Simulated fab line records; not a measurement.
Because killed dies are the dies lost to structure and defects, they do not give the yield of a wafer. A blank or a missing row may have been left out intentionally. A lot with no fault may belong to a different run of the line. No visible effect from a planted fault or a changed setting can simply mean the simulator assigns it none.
A struck lot beside a sound one    flow ritCmos    15 steps out of a route of 202
Sound: these wafers, L694.3, L694.4, L694.6. Struck: wafers L700.3, L700.4, L700.5. The cause comes at the end.
At each step with rows: each side's tool, then ch and its chambers, then its first start. Under that, the readings that differ: sound wafers    struck wafers    difference of the means    sigmas: that difference in standard deviations of wafers without a fault.
alike: same words and numbers on both sides, and readings whose means sit less than 2 such deviations apart. not compared: any withheld reading, any reading some wafer has no value for, any bound like >300 that may hide the same value, and any number with overlapping values for which the record gives no deviation.
The two part at a step that has a row with sigmas, a row that says differs or no value, or rows on one side only. Numbers that don't overlap but have no deviation are shown without sigmas and don't part them. A reading that every wafer of one side lacks parts them only if that side has two wafers or more.

RIT_M1_SPUTTER_00: material Al, target thk 400 nm, time 500 s.
  sound: pvdSputter-03 at day 5 13:17; struck: pvdSputter-03 at day 6 17:42
  alike: substrateTempC, throttleValvePct
RIT_M1_RS_MEAS_01: the measuring method here is four-point-probe.
  sound: filmMetro-02 at day 5 13:37; struck: filmMetro-01 at day 6 18:02
  alike: M1_AL_RS
RIT_M1_THK_MEAS_02: measures by xrf.
  sound: filmMetro-02 at day 5 13:43; struck: filmMetro-01 at day 6 18:08
  alike: M1_AL_THK
then, 6 steps without rows for these wafers: RIT_M1_HMDS_03 (prime time 60 s); RIT_M1_COAT_04 (resist thk 1300 nm); RIT_M1_SOFTBAKE_05 (time 60 s); RIT_M1_EXPOSE_06 (exposes mask M12, target cd 2600 nm); RIT_M1_PEB_07; RIT_M1_DEVELOP_08 (develop time 68 s).
RIT_M1_CD_MEAS_09 targets a cd of 2600 nm.
  sound: cdSem-02 at day 5 14:40; struck: cdSem-02 at day 6 19:10
  alike: cdNm
RIT_M1_OVL_MEAS_10:
  sound: overlay-01 at day 5 14:46; struck: overlay-01 at day 6 19:16
  alike: M1_OVL
then, 1 step without rows for these wafers: RIT_M1_HARDBAKE_11 (time 120 s).
RIT_M1_METAL_ETCH_12: etches Al in Cl2/BCl3, stops on SiO2, time 165 s, target depth 600 nm.
  sound on rieMetal-01 ch 0,1, day 5 15:05; struck on rieMetal-01 ch 0,1, day 6 19:35
reading                                 sound              struck             difference  sigmas
oesProductAu (a.u.)                     0.795 0.759 0.759  0.741 0.703 0.743  -0.042      -3
model.NOVOLAK_of_M1_COAT_04.thkNm (nm)  802 792.9 793.3    756.6 754.5 763.8  -37.8       
  alike: chamberPressureMTorr, drypumpMotorCurrentA, throttleValvePct
  not compared: rfHoursCounterH
then, 1 step without rows for these wafers: RIT_M1_STRIP_13 (strips in nmp, time 600 s).
RIT_M1_PROBE_99:
  sound: prober-01 at day 5 17:46; struck: prober-01 at day 6 23:59
reading                             sound                       struck                     difference  sigmas
model.etest.antennaM1.vtShiftV (V)  -0.01112 -0.01052 -0.01089  -0.01656 -0.01711 -0.0137  -0.00495    
  alike: defectLimitedYield, killedAtFrontEnd, killedDies, killedOnRim, killedOpen, killedShort, sort_bin_3_pad_short, sort_bin_5_function, sort_bin_6_memory, sortNPass, sortYieldPct

## WHERE THEY PART
Only at RIT_M1_METAL_ETCH_12, as far as this record shows. Later steps at which nothing parts them and some readings are alike: RIT_M1_PROBE_99.

WHY: the cause the simulator had injected
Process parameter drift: rieMetal-01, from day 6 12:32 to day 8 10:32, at RIT_M1_METAL_ETCH_12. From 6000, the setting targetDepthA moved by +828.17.
